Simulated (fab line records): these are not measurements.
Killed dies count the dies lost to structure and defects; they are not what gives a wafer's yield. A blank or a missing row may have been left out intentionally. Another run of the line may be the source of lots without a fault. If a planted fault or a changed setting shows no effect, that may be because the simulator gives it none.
What tool caused it? | flow rit cmos | 15 lots with 45 wafers sampled at 2 steps, on a route of 202 steps

## WHAT THE GAUGES SHOWED, per wafer
The record holds no reading of a measuring or inspecting step that can be judged against a usual standard deviation.

## EACH LOT AND THE TOOL THAT RAN IT (in order: tool; ch and the chambers of the sampled wafers; start)
lot  | RIT_ACTIVE_STRIP_14                 | RIT_M1_PROBE_99
L587 | plasma asher-02 ch 0,1, day 1 15:05 | prober-01, day 3 10:43
L588 | plasma asher-02 ch 0,1, day 1 19:50 | -
L589 | plasma asher-01 ch 0,1, day 2 00:50 | prober-01, day 3 20:31
L593 | plasma asher-01 ch 0, day 2 20:58   | prober-01, day 4 14:17
L594 | plasma asher-01 ch 0,1, day 3 02:02 | -
L595 | plasma asher-03 ch 0,1, day 3 06:58 | -
L596 | plasma asher-01 ch 0,1, day 3 11:54 | prober-02, day 5 08:14
L597 | plasma asher-01 ch 0,1, day 3 16:50 | -
L598 | plasma asher-02 ch 0,1, day 3 21:59 | -
L602 | plasma asher-02 ch 0,1, day 4 18:46 | prober-02, day 6 16:57
L603 | plasma asher-02 ch 0,1, day 4 23:44 | -
L604 | plasma asher-02 ch 0,1, day 5 04:51 | prober-02, day 6 21:44
L606 | plasma asher-03 ch 0,1, day 5 13:54 | prober-01, day 7 09:15
L608 | plasma asher-02 ch 0,1, day 6 00:02 | -
L610 | plasma asher-03 ch 1, day 6 09:58   | -
- RIT_ACTIVE_STRIP_14: strips in O2, time 180 s.
- RIT_M1_PROBE_99

## AS READ BY THE TOOLS THEMSELVES (means over the sampled wafers that have a number; for cases with no such wafer, the mark the record gives instead)
RIT_ACTIVE_STRIP_14. Usual: chamber pressure mTorr 4000 mTorr, standard deviation 3.9; drypump motor current A 5.4 A, standard deviation 0.36.
lot  | tool            | chamber pressure mTorr (mTorr) | drypump motor current A (A) | flag
L587 | plasma asher-02 | 4000                           | 5.4                         |
L588 | plasma asher-02 | 3999                           | 5.4                         |
L589 | plasma asher-01 | 4002                           | 5.4                         |
L593 | plasma asher-01 | 3999                           | 5.7                         |
L594 | plasma asher-01 | 3998                           | 5.4                         |
L595 | plasma asher-03 | 4000                           | 5.6                         |
L596 | plasma asher-01 | 3996                           | 5.2                         |
L597 | plasma asher-01 | 3999                           | 5.5                         |
L598 | plasma asher-02 | 3999                           | 5.5                         |
L602 | plasma asher-02 | 4000                           | 5.5                         |
L603 | plasma asher-02 | 6000                           | 5.4                         | OFF
L604 | plasma asher-02 | 6002                           | 5.4                         | OFF
L606 | plasma asher-03 | 4002                           | 5.6                         |
L608 | plasma asher-02 | 5996                           | 5.5                         | OFF
L610 | plasma asher-03 | 4002                           | 5.9                         |

RIT_M1_PROBE_99. Usual: killed_at_M0_to_M3 0.0, standard deviation 0.14; killed at front end 7, standard deviation 3; killed dies 7, standard deviation 3; killed open 3.5, standard deviation 2; killed short 3.6, standard deviation 2.1.
lot  | tool      | killed_at_M0_to_M3 | killed at front end | killed dies | killed open | killed short | flag
L587 | prober-01 | 0.0                | 4                   | 4           | 3.0         | 1.0          |
L589 | prober-01 | 0.0                | 9                   | 9           | 5.3         | 4.0          |
L593 | prober-01 | 0.0                | 6                   | 6           | 2.3         | 4.0          |
L596 | prober-02 | 0.0                | 6                   | 6           | 3.3         | 3.0          |
L602 | prober-02 | 0.0                | 9                   | 9           | 3.3         | 5.3          |
L604 | prober-02 | 0.0                | 6                   | 6           | 3.3         | 3.0          |
L606 | prober-01 | 0.3                | 5                   | 5           | 1.7         | 3.7          |

## THE ANSWER, worked out from the rows above alone
Rule: lot off if the mean of its wafers having a number is beyond 3 standard deviations from the usual mean. A lot without any number at a reading at which 4 lots or more have one is off too. All remaining lots with rows at the step are treated as sound. First the gauges in route order, then the tools' own readings, where a lot's mean is used as printed above. At the first step where some lot is off, the reading lying furthest off is the one used; lots without a number count as furthest.
Off, at RIT_ACTIVE_STRIP_14 on chamber pressure mTorr: L603, L604, L608.
A tool fits if, at that step or a process step before it, it ran every lot that is off, and no sound lot after the first of them. One fits: RIT_ACTIVE_STRIP_14 on plasma asher-02. A fault onset in the window from L602 (day 4 18:46, its last sound lot) to L603 (day 4 23:44, its first lot off) fits.
The tool's own readings at RIT_ACTIVE_STRIP_14 bear it out: on the lots that are off they differ by more than 5 times the standard deviation of the sound lots' means. chamber pressure mTorr reads 5999 mTorr there against 4000 mTorr on the sound lots.

## WHAT THE SIMULATOR HAD PUT IN
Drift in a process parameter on plasma asher-02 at RIT_ACTIVE_STRIP_14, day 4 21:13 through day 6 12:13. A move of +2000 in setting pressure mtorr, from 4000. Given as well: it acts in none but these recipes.
Shown lots that were struck: L603, L604, L608. This agrees with what the rule above found.
